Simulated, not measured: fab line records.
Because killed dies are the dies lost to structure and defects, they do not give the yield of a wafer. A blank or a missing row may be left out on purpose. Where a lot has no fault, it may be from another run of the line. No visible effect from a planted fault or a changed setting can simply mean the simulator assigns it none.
One fault through the eyes of 2 desks    flow rit-cmos    only its own numbers are on each desk; what lay behind them is given at the end

== AT THE METROLOGY DESK ==
Lot by lot, what the gauges showed, no matter which tool ran the lot: averages of those sampled wafers that carry a number. A lot is out of limits, marked OUT, if its mean lies more than 4 standard deviations from the usual mean; the brackets give that distance.
Columns: A = ACTIVE_OXIDE_THK at RIT_ACTIVE_THK_MEAS_02, usual 47.3 nm
lot   first seen here  A
L643  day 1 12:03      47.0
L644  day 1 19:03      46.9
L645  day 1 23:37      49.0
L647  day 2 09:01      46.0
L648  day 2 14:06      47.6
L649  day 2 18:10      48.9
L650  day 2 23:34      47.1
L653  day 3 14:05      48.2
L654  day 3 19:38      47.4
L655  day 4 00:03      32.2 (-18) OUT
L656  day 4 07:06      32.9 (-17) OUT
L657  day 4 10:14      47.8
L660  day 5 01:52      47.1
L661  day 5 06:04      33.8 (-16) OUT
L665  day 6 02:26      47.8
This desk reports L655, L656, L661 out of limits; the earliest was L655 at day 4 00:03 (ACTIVE_OXIDE_THK at RIT_ACTIVE_THK_MEAS_02). In limits: L643, L644, L645, L647, L648, L649, L650, L653, L654, L657, L660, L665.

== FOR THE TOOL OWNER'S DESK: furnace-03 ==
The tool's own readings at RIT_ACTIVE_OXIDATION_01 (target thk 46.8 nm, ox time 3360 s): means of the sampled wafers that have a number, for each lot that ran on this tool. A lot is out of limits, marked OUT, if its mean lies more than 4 standard deviations from the usual mean; the brackets give that distance.
Columns: A = spike-tc-centre-C at RIT_ACTIVE_OXIDATION_01, usual 1001.8 C; B = spike-tc-load-C at RIT_ACTIVE_OXIDATION_01, usual 1024.2 C; C = spike-tc-source-C at RIT_ACTIVE_OXIDATION_01, usual 1026.6 C; D = tube-center-temp-C at RIT_ACTIVE_OXIDATION_01, usual 999.99 C; E = tube_center_temp_C_max at RIT_ACTIVE_OXIDATION_01, usual 1002.5; F = zone-power-load-pct at RIT_ACTIVE_OXIDATION_01, usual 36.1 %
lot   first seen here  A                B                C                D                         E                F
L644  day 1 17:06      1001.8           1023.1           1026.5           999.99                    1002.5           36.0
L645  day 1 21:41      1000.8           1022.4           1026.8           999.99                    1002.6           36.2
L648  day 2 12:10      1002.2           1022.8           1026.8           999.95                    1002.6           35.6
L649  day 2 16:14      1001.1           1023.0           1026.8           1000.01                   1002.3           36.0
L653  day 3 12:09      1001.3           1023.2           1026.8           1000.10                   1002.6           36.1
L654  day 3 17:43      1002.6           1022.9           1027.1           1000.07                   1002.8           35.7
L655  day 3 22:07      962.9 (-35) OUT  982.7 (-20) OUT  986.7 (-33) OUT  960.90 (-99 or more) OUT  963.7 (-92) OUT  32.9
L656  day 4 05:09      962.9 (-35) OUT  982.9 (-20) OUT  987.1 (-33) OUT  960.87 (-99 or more) OUT  964.3 (-91) OUT  32.6
L661  day 5 04:07      962.3 (-36) OUT  982.9 (-20) OUT  986.3 (-34) OUT  960.85 (-99 or more) OUT  963.1 (-94) OUT  32.4 (-4.1) OUT
This desk's finding: out of limits on L655, L656, L661; first on L655, day 3 22:07 (spike-tc-centre-C at RIT_ACTIVE_OXIDATION_01). In limits: L644, L645, L648, L649, L653, L654.

== PUT TOGETHER ==
An alarm could have come from the tool owner's desk at day 3 22:07, on L655, L656, L661.
The metrology desk could have raised an alarm at day 4 00:03, on L655, L656, L661.
On furnace-03, each named lot ran RIT_ACTIVE_OXIDATION_01.

== WHAT THE SIMULATOR HAD INSERTED ==
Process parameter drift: furnace-03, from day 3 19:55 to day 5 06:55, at RIT_ACTIVE_OXIDATION_01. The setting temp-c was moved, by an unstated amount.
Lots struck among those shown: L655, L656, L661.
Fault start to first reading out of limits, in hours, per desk: tool owner, 2; metrology, 4.
